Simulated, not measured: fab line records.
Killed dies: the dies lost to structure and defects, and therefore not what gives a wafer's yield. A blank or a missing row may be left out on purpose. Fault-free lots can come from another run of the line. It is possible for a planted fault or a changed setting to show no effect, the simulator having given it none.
A struck lot beside a sound one + flow rit cmos + 14 steps out of a route of 202
Sound: wafers L921.2, L921.3, L921.6. Struck: wafers L924.1, L924.4, L924.5. The cause is given at the end.
For every step that has rows: the tool of each side, followed by ch and its chambers, followed by its first start. Under that, the readings that differ: sound wafers + struck wafers + difference of the means + sigmas: that difference in standard deviations of wafers without a fault.
alike: words and numbers the same on both sides, and readings whose means are apart by under 2 such deviations; not compared: readings that were withheld, readings missing a value for some wafer, numbers with overlapping values and no deviation given by the record, and bounds like >300 which may hide the same value.
The two part at a step that has a row with sigmas, a row that says differs or no value, or rows on one side only. Numbers that don't overlap but have no deviation are shown without sigmas and don't part them. A reading that every wafer of one side lacks parts them only if that side has two wafers or more.

first, 2 steps without rows for these wafers: RIT_PLDD_PEB_04; RIT_PLDD_DEVELOP_05 (develop time 50 s).
RIT_PLDD_OVL_MEAS_06:
  struck on overlay-01, day 3 23:03; sound on overlay-01, day 3 10:06
  alike: PLDD_OVL
then, 2 steps without rows for these wafers: RIT_PLDD_HARDBAKE_07 (time 60 s); RIT_PLDD_IMPLANT_08.
RIT_PLDD_STRIP_09: strips in O2, time 180 s.
  sound on plasma asher-02 ch 0,1, day 3 10:26; struck on plasma asher-04 ch 0,1, day 3 23:23
  alike: drypump motor current A, o2 flow sccm
  not compared: rf hours counter h
RIT_PLDD_TW_MEAS_10:
  struck on film metro-03, day 3 23:34; sound on film metro-02, day 3 10:37
| reading | sound          | struck         | difference | sigmas |
|---------|----------------|----------------|------------|--------|
| PLDD_TW | 2327 2336 2337 | 2376 2360 2381 | +39        | +2     |
then, 4 steps without rows for these wafers: RIT_SPACER_CLEAN_00 (cleans in SC1, time 600 s); RIT_SPACER_CLEAN_01 (cleans in dHF, time 30 s); RIT_SPACER_CLEAN_02 (cleans in SC2, time 600 s); RIT_SPACER_CVD_03 (deposits Si3N4 from SiH2Cl2/NH3, target thk 250 nm, time 3300 s).
RIT_SPACER_THK_MEAS_04:
  struck on film metro-03, day 4 02:05; sound on film metro-03, day 3 13:09
  alike: SPACER_NITRIDE_THK
RIT_SPACER_ETCHBACK_05: etches Si3N4 in SF6/CHF3, stops on SiO2, target depth 250 nm, time 240 s.
  sound on rie diel-03 ch 1,2, day 3 13:12; struck on rie diel-03 ch 0,2, day 4 02:08
  no value came back on the struck wafers for any of 5 readings (CHF3_flow_sccm (sccm), SF6_flow_sccm (sccm) and others); on the sound wafers CHF3_flow_sccm (sccm) reads 29.93 30.03 30.00
| reading                                     | sound             | struck            | difference | sigmas |
|---------------------------------------------|-------------------|-------------------|------------|--------|
| model.poly-Si_of_GATE_CVD_08.thk nm (nm)    | 166.3 166.3 164.4 | 235.9 230.7 235.1 | +68.2      |        |
| model.Si3N4_of_SPACER_CVD_03.thk nm (nm)    | 197.6 197.3 197.7 | 248.4 249.3 248.4 | +51.2      |        |
| model.SiO2_of_FOX2_OXIDATION_00.thk nm (nm) | 175 172.3 165.5   | 232 231.8 232.3   | +61        |        |
  not compared: rf hours counter h
RIT_M1_PROBE_99:
  struck on prober-02, day 4 13:40; sound on prober-01, day 4 00:23
| reading             | sound | struck      | difference | sigmas |
|---------------------|-------|-------------|------------|--------|
| killed at front end | 5 6 9 | 264 264 264 | +257       | +86    |
| killed dies         | 5 6 9 | 264 264 264 | +257       | +86    |
| killed on rim       | 1 2 1 | 70 70 70    | +69        | +57    |
  alike: killed open, killed short

== WHERE THEY PART ==
First at RIT_PLDD_TW_MEAS_10; last, within this record, at RIT_M1_PROBE_99.

WHY: what the simulator had put in
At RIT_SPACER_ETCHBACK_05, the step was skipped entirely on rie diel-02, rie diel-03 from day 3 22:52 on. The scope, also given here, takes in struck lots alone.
